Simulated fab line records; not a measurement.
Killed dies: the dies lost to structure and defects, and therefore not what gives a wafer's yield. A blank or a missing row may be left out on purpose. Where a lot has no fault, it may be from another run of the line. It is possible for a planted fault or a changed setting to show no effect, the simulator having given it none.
Matching of chambers / flow berkeley-cmos170 / UCB170_V1_CVD_00 on pecvd-04: 3 sister chambers
The step deposits SiO2 from TEOS/O2, target thk 2000 nm, time 250 s. 14 wafers are shown with their chamber, then 7 later ones without.

## WAFERS PAIRED WITH THEIR CHAMBERS
wafer=L779.3; chamber=2; heater-power-w (W)=208
wafer=L779.4; chamber=1; heater-power-w (W)=173
wafer=L779.6; chamber=2; heater-power-w (W)=156
wafer=L782.4; chamber=0; heater-power-w (W)=214
wafer=L782.5; chamber=2; heater-power-w (W)=224
wafer=L782.6; chamber=1; heater-power-w (W)=242
wafer=L781.1; chamber=1; heater-power-w (W)=226
wafer=L781.4; chamber=0; heater-power-w (W)=223
wafer=L781.5; chamber=2; heater-power-w (W)=158
wafer=L785.4; chamber=1; heater-power-w (W)=241
wafer=L785.5; chamber=0; heater-power-w (W)=213
wafer=L785.6; chamber=2; heater-power-w (W)=155
wafer=L795.1; chamber=1; heater-power-w (W)=222
wafer=L795.4; chamber=2; heater-power-w (W)=155

SIGNATURES (averages over the wafers above)
reading=heater-power-w; chamber 0=216.67; chamber 1=220.80; chamber 2=176.00; scatter within a chamber=27.2
Rule: a wafer's distance from a chamber is the root of the sum, over the readings, of the square of ((its reading less the chamber's mean) divided by the reading's scatter). If the next closest chamber is less than 2 further off than the closest, the wafer can't be placed; otherwise it belongs to the closest. How the scatter is found: for the shown wafers, subtract from each reading the mean of its chamber, square and add these, divide the total by (wafers less chambers), then take the root.

## WAFERS WITH NO CHAMBER GIVEN
wafer=L795.6; heater-power-w (W)=172
wafer=L797.1; heater-power-w (W)=243
wafer=L797.4; heater-power-w (W)=155
wafer=L797.6; heater-power-w (W)=173
wafer=L799.4; heater-power-w (W)=170
wafer=L799.5; heater-power-w (W)=310
wafer=L799.6; heater-power-w (W)=221

## EACH ONE'S CHAMBER
wafer=L795.6; from the rows above=can't be placed: 2 or 0 or 1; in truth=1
wafer=L797.1; from the rows above=can't be placed: 1 or 0 or 2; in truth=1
wafer=L797.4; from the rows above=can't be placed: 2 or 0 or 1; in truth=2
wafer=L797.6; from the rows above=can't be placed: 2 or 0 or 1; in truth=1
wafer=L799.4; from the rows above=can't be placed: 2 or 0 or 1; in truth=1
wafer=L799.5; from the rows above=can't be placed: 1 or 0 or 2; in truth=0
wafer=L799.6; from the rows above=can't be placed: 1 or 0 or 2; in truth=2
Placed correctly: 0 of 7. These rows do not allow placing 7 (true chamber among the candidates in 7). Wrongly placed: 0.
